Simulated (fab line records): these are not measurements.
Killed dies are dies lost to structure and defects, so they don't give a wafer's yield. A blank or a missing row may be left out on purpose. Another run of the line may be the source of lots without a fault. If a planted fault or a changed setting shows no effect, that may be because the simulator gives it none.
Check for tools in common + flow rit_cmos + Sample size 14 lots and 42 wafers

WHAT PROMPTED THE OPENING
Of 14 lots, 2 have the reading NSD_TW flagged at RIT_NSD_TW_MEAS_10. No-fault wafers: 3113, standard deviation 17.
Rule: a lot is flagged when every wafer of it that has a number lies more than 4 standard deviations from that mean, or none has a number. As for the other lots, they are considered sound.

| lot  | measured    | on            | NSD_TW, wafer by wafer | flag    |
|------|-------------|---------------|------------------------|---------|
| L218 | day 3 02:38 | film_metro-02 | 3132 3132 3157         |         |
| L219 | day 3 11:34 | film_metro-01 | 3116 3112 3118         |         |
| L220 | day 3 15:54 | film_metro-04 | 3089 3095 3095         |         |
| L222 | day 3 23:51 | film_metro-01 | 3125 3143 3116         |         |
| L224 | day 4 11:15 | film_metro-01 | 3125 3115 3122         |         |
| L225 | day 4 22:03 | film_metro-01 | 3118 3120 3117         |         |
| L226 | day 5 00:37 | film_metro-01 | 3104 3119 3117         |         |
| L227 | day 5 03:23 | film_metro-04 | 3101 3088 3102         |         |
| L229 | day 5 13:47 | film_metro-01 | 3123 3123 3107         |         |
| L230 | day 5 16:50 | film_metro-01 | 3203 3222 3193         | FLAGGED |
| L233 | day 6 08:44 | film_metro-02 | 3227 3228 3225         | FLAGGED |
| L235 | day 6 17:34 | film_metro-02 | 3126 3113 3121         |         |
| L240 | day 7 19:01 | film_metro-02 | 3107 3117 3138         |         |
| L241 | day 7 23:26 | film_metro-01 | 3130 3105 3123         |         |
The mean of the flagged lots' numbers is 3216, +103 from the usual (+6 standard deviations).

TOOL THAT RAN EACH LOT
The record holds 1 process step before the reading, out of a route of 202 steps. In each cell: the tool, then ch and the chambers that the sampled wafers went through, then the start.
| lot  | flag    | RIT_NSD_IMPLANT_08             |
|------|---------|--------------------------------|
| L218 |         | implanter-03 ch 0, day 3 02:19 |
| L219 |         | implanter-02 ch 0, day 3 11:15 |
| L220 |         | implanter-01 ch 0, day 3 15:35 |
| L222 |         | implanter-03 ch 0, day 3 23:31 |
| L224 |         | implanter-03 ch 0, day 4 10:56 |
| L225 |         | implanter-03 ch 0, day 4 21:43 |
| L226 |         | implanter-01 ch 0, day 5 00:18 |
| L227 |         | implanter-01 ch 0, day 5 03:03 |
| L229 |         | implanter-02 ch 0, day 5 13:29 |
| L230 | FLAGGED | implanter-01 ch 0, day 5 16:31 |
| L233 | FLAGGED | implanter-01 ch 0, day 6 08:23 |
| L235 |         | implanter-03 ch 0, day 6 17:17 |
| L240 |         | implanter-02 ch 0, day 7 18:41 |
| L241 |         | implanter-03 ch 0, day 7 23:07 |
What the steps here do:
- RIT_NSD_IMPLANT_08
- RIT_NSD_TW_MEAS_10

FLAGGED AGAINST TOTAL, ONE TOOL AT A TIME (gauges that did the reading follow at the end)
| step               | tool          | lots run | flagged | share of the flagged lots | sound lots run after its first flagged lot |
|--------------------|---------------|----------|---------|---------------------------|--------------------------------------------|
| RIT_NSD_IMPLANT_08 | implanter-01  | 5        | 2       | all                       | 0                                          |
| RIT_NSD_IMPLANT_08 | implanter-02  | 3        | 0       | none                      | -                                          |
| RIT_NSD_IMPLANT_08 | implanter-03  | 6        | 0       | none                      | -                                          |
| RIT_NSD_TW_MEAS_10 | film_metro-01 | 8        | 1       | some                      | 1 (L241)                                   |
| RIT_NSD_TW_MEAS_10 | film_metro-02 | 4        | 1       | some                      | 2 (L235,L240)                              |
| RIT_NSD_TW_MEAS_10 | film_metro-04 | 2        | 0       | none                      | -                                          |

WHAT THE TABLE ALLOWS
Rows of the table that ran each flagged lot: 1, that is implanter-01 at RIT_NSD_IMPLANT_08.
- implanter-01 at RIT_NSD_IMPLANT_08: 2 of its 5 lots flagged. A fault beginning between L227 (day 5 03:03), its last sound lot, and L230 (day 5 16:31), its first flagged one, fits the data. Its own readings lie more than 4 standard deviations out on every wafer of the flagged lots: dose_ions_cm2, faraday_current_uA.
Left over: one tool, implanter-01 at RIT_NSD_IMPLANT_08.

WHAT HAD BEEN PUT IN BY THE SIMULATOR
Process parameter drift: implanter-01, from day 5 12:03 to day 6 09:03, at RIT_NSD_IMPLANT_08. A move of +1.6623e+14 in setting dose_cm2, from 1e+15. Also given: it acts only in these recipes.
Shown lots that were struck: L230, L233. The same result came from the rule above.
